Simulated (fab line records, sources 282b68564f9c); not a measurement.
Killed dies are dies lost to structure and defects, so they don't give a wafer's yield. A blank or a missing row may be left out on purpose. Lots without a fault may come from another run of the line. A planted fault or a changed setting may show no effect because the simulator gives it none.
Which tool did it? | flow rit_cmos | 14 lots, 42 wafers sampled, at 4 steps of a route of 202

WHAT THE GAUGES READ, wafer by wafer
RIT_FOX2_THK_MEAS_01.
lot  | measured    | on            | FOX2_OXIDE_THK (nm)
L742 | day 1 18:23 | film_metro-03 | 333 337 334
L743 | day 2 00:37 | film_metro-04 | 333 333 341
L744 | day 2 05:10 | film_metro-04 | 356 349 349
L746 | day 2 17:01 | film_metro-01 | 353 360 356
L747 | day 2 22:23 | film_metro-01 | 361 360 357
L748 | day 3 01:46 | film_metro-04 | 349 351 349
L749 | day 3 07:14 | film_metro-04 | 362 351 352
L750 | day 3 10:57 | film_metro-03 | 349 340 347
L758 | day 5 03:53 | film_metro-01 | 425 425 427
L759 | day 5 07:26 | film_metro-04 | 426 424 431
L762 | day 5 22:20 | film_metro-03 | 348 352 350
L763 | day 6 03:31 | film_metro-03 | 354 343 351
L764 | day 6 09:32 | film_metro-03 | 346 348 343
L765 | day 6 15:35 | film_metro-03 | 347 347 349

RIT_FOX2_THK_MEAS_90.
lot  | measured    | on            | FIELD_OXIDE_LEFT_1_THK (nm)
L742 | day 1 19:16 | film_metro-04 | 307 310 308
L743 | day 2 01:30 | film_metro-03 | 306 307 314
L744 | day 2 06:04 | film_metro-01 | 330 323 323
L746 | day 2 17:54 | film_metro-01 | 326 334 329
L747 | day 2 23:20 | film_metro-03 | 334 334 330
L748 | day 3 02:47 | film_metro-01 | 323 325 323
L749 | day 3 08:07 | film_metro-03 | 336 324 325
L750 | day 3 11:50 | film_metro-01 | 323 313 321
L758 | day 5 04:46 | film_metro-04 | 399 398 400
L759 | day 5 08:19 | film_metro-04 | 399 397 404
L762 | day 5 23:17 | film_metro-04 | 321 326 323
L763 | day 6 04:28 | film_metro-03 | 328 316 324
L764 | day 6 10:25 | film_metro-04 | 319 322 316
L765 | day 6 16:32 | film_metro-03 | 320 321 322

RIT_FOX2_THK_MEAS_91.
lot  | measured    | on            | FIELD_OXIDE_LEFT_2_THK (nm)
L742 | day 2 08:04 | film_metro-03 | 239 242 240
L743 | day 2 14:06 | film_metro-01 | 239 240 247
L744 | day 2 20:41 | film_metro-04 | 263 255 255
L746 | day 3 08:08 | film_metro-01 | 257 265 261
L747 | day 3 11:41 | film_metro-01 | 267 266 263
L748 | day 3 14:51 | film_metro-04 | 256 257 255
L749 | day 3 20:38 | film_metro-04 | 267 256 257
L750 | day 4 00:36 | film_metro-01 | 255 245 252
L758 | day 5 17:04 | film_metro-04 | 330 330 331
L759 | day 5 20:39 | film_metro-01 | 330 329 335
L762 | day 6 12:04 | film_metro-04 | 252 257 254
L763 | day 6 17:22 | film_metro-01 | 260 248 256
L764 | day 6 22:41 | film_metro-01 | 252 254 248
L765 | day 7 05:14 | film_metro-01 | 251 252 254

WHICH TOOL RAN EACH LOT (tool, then ch and the chambers of the sampled wafers, then the start)
lot  | RIT_FOX2_OXIDATION_00
L742 | furnace-01 ch 0, day 1 17:03
L743 | furnace-03 ch 0, day 1 23:17
L744 | furnace-01 ch 0, day 2 03:50
L746 | furnace-01 ch 0, day 2 15:42
L747 | furnace-01 ch 0, day 2 21:04
L748 | furnace-02 ch 0, day 3 00:27
L749 | furnace-01 ch 0, day 3 05:55
L750 | furnace-03 ch 0, day 3 09:37
L758 | furnace-01 ch 0, day 5 02:34
L759 | furnace-01 ch 0, day 5 06:07
L762 | furnace-02 ch 0, day 5 21:00
L763 | furnace-02 ch 0, day 6 02:10
L764 | furnace-03 ch 0, day 6 08:13
L765 | furnace-03 ch 0, day 6 14:15
- RIT_FOX2_OXIDATION_00: target thk 350.7 nm, ox time 1130 s.

WHAT THE TOOLS THEMSELVES READ (means of the sampled wafers that have a number; where no wafer has one, the mark that the record gives instead)
RIT_FOX2_OXIDATION_00.
lot  | tool       | spike_tc_centre_C (C) | spike_tc_load_C (C) | spike_tc_source_C (C) | tube_center_temp_C (C) | tube_center_temp_C_max
L742 | furnace-01 | 1104.2                | 1127.6              | 1126.6                | 1100                   | 1102.8
L743 | furnace-03 | 1101.8                | 1126.5              | 1126.7                | 1100                   | 1102.6
L744 | furnace-01 | 1105.8                | 1126.8              | 1127.8                | 1100                   | 1102.3
L746 | furnace-01 | 1105.1                | 1126.2              | 1127.7                | 1100                   | 1102.7
L747 | furnace-01 | 1105.1                | 1127.9              | 1125.9                | 1100                   | 1102.6
L748 | furnace-02 | 1101.2                | 1126.0              | 1124.0                | 1100                   | 1103.1
L749 | furnace-01 | 1105.2                | 1127.4              | 1127.1                | 1100                   | 1102.6
L750 | furnace-03 | 1102.0                | 1126.8              | 1126.3                | 1100                   | 1102.9
L758 | furnace-01 | 1155.1                | 1178.3              | 1178.2                | 1151                   | 1154.0
L759 | furnace-01 | 1154.4                | 1178.5              | 1177.4                | 1151                   | 1153.3
L762 | furnace-02 | 1101.3                | 1126.3              | 1124.9                | 1100                   | 1103.3
L763 | furnace-02 | 1101.9                | 1126.0              | 1125.6                | 1100                   | 1102.8
L764 | furnace-03 | 1101.8                | 1126.5              | 1126.8                | 1100                   | 1102.8
L765 | furnace-03 | 1104.1                | 1126.6              | 1127.0                | 1100                   | 1102.5

THE ANSWER, worked out from the rows above alone
Rule: what is usual is taken from the lots themselves. Put in order of their means at a reading, lots are off if they are a third of the lots or fewer, leave a main group of 4 or more, and stand apart from it by a gap of 3 or more times the standard deviation of the main group's means; of several such gaps the widest counts. A main group whose means are all the same, to the digits that the tables above print for the reading, isn't used. A lot without any number at a reading at which 4 lots or more have one is off too. The other lots that the step has rows for count as sound. The gauges are gone through in route order, then the tools' own readings, and for those a lot's mean is taken as printed above. The first step at which some lot is off is used, and at that step the reading that is off furthest; a lot without a number counts as furthest.
Off: L758, L759, at RIT_FOX2_THK_MEAS_01 (FOX2_OXIDE_THK). The main group: mean 348 nm, standard deviation 7.1.
A tool fits if, at a process step before that reading, it ran every lot that is off, and no sound lot after the first of them. The gauges at RIT_FOX2_THK_MEAS_01 aren't tried: what is off there is off at RIT_FOX2_OXIDATION_00 too, on other tools, and a gauge's error can't cause that. One fits: furnace-01 at RIT_FOX2_OXIDATION_00. Its last sound lot is L749 (day 3 05:55), its first lot that is off L758 (day 5 02:34): a fault that began between those two fits.
The tool's own readings at RIT_FOX2_OXIDATION_00 bear it out: on the lots that are off they differ by more than 5 times the standard deviation of the sound lots' means. spike_tc_centre_C reads 1154.8 C there against 1103.3 C on the sound lots; spike_tc_load_C reads 1178.4 C there against 1126.7 C on the sound lots; spike_tc_source_C reads 1177.8 C there against 1126.4 C on the sound lots; tube_center_temp_C reads 1151 C there against 1100 C on the sound lots; tube_center_temp_C_max reads 1153.7 there against 1102.8 on the sound lots.

WHAT THE SIMULATOR HAD PUT IN
Process parameter drift: furnace-01, from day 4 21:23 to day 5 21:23, at RIT_FOX2_OXIDATION_00. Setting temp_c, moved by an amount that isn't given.
Lots struck among those shown: L758, L759. The rule above found the same.
